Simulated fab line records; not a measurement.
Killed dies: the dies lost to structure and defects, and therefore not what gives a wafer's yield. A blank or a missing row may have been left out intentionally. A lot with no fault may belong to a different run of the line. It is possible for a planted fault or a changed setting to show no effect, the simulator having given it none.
Code-filled problem report in 8D (eight disciplines) form + flow ritCmos + the parts of the form that need people (team, actions taken, sign-off) are left out

1. PROBLEM STATEMENT
At RIT_ACTIVE_CD_MEAS_11, cdNm averages 1376.9 nm over 6 wafers from 2 lots, while fault-free wafers read 1399.0 nm, standard deviation 2.5. Measured from the usual mean, that is -8.8 standard deviations.
The step: target cd 1400 nm.
Seen first at day 4 13:27 on cdSem-01, wafer L478.3. At this step, 42 wafers from 14 lots have a number in the record. Rule for "out" (also "out of limits"): further than 4 standard deviations from the usual mean. The rest of the wafers with a number are treated as sound.

2. WHAT THIS IS AND IS NOT
| question                    | is                     | is not                                                                    |
|-----------------------------|------------------------|---------------------------------------------------------------------------|
| which readings at this step | cdNm                   | -                                                                         |
| which lots                  | L478, L483             | L464, L465, L466, L470, L471, L472, L473, L474, L476, L477, L484, L486    |
| which wafers of those lots  | all that have a number | -                                                                         |
| read on which gauges        | cdSem-01, cdSem-02     | -                                                                         |
| when                        | from day 4 13:27       | up to then (30 sound wafers); but 6 sound wafers of L484, L486 came after |

3. SUSPECTS, AND WHAT RULES EACH OUT
Counting: a tool at any process step up to the reading remains a suspect when it ran all the lots that are out and ran no sound lot after the first of those.
- the gauge at RIT_ACTIVE_CD_MEAS_11 is ruled out. The wafers that are out were read on 2 gauges (cdSem-01, cdSem-02).
- lithoTrack-02 at RIT_ACTIVE_DEVELOP_10 (develop time 50 s): kept. It processed each lot that is out, first L478 at day 4 13:00, and no sound lot thereafter; up to then, the last sound lot it processed was L476 at day 4 03:00.
Remaining after the count: lithoTrack-02 at RIT_ACTIVE_DEVELOP_10.

4. THE CAUSE (what the simulator had put in)
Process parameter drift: lithoTrack-02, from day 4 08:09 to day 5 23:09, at RIT_ACTIVE_DEVELOP_10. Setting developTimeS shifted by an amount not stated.
After counting, this tool was the only one left.

5. SEQUENCE OF EFFECTS, ordered by route
One row per reading whose mean, taken over the struck wafers that have a number, lies over 3 standard deviations from the usual. Readings are gone through only where the record gives a usual standard deviation; hours: the median, over the lots, of the time from a lot's start at the first step in this table giving one to that lot's start at this step; sigmas: the change measured in usual standard deviations.
| hours | step                  | reading | usual     | on struck wafers | change | sigmas |
|-------|-----------------------|---------|-----------|------------------|--------|--------|
| 0     | RIT_ACTIVE_CD_MEAS_11 | cdNm    | 1399.0 nm | 1376.9           | -22.1  | -8.8   |
Later steps that measure or inspect, where all struck wafers having a row at the step show a number for every such reading and not one has moved that far: RIT_PSD_OVL_MEAS_06.

6. HOW IT WOULD HAVE BEEN CAUGHT EARLIER
5 hours passed between the start of the fault at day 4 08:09 and the first reading out of limits at a measuring or inspecting step in this record, taken at day 4 13:27.
Lots out: 2; of these, L483 started RIT_ACTIVE_DEVELOP_10 on lithoTrack-02 after day 4 13:27. A tool hold placed at that time would have kept it from harm.
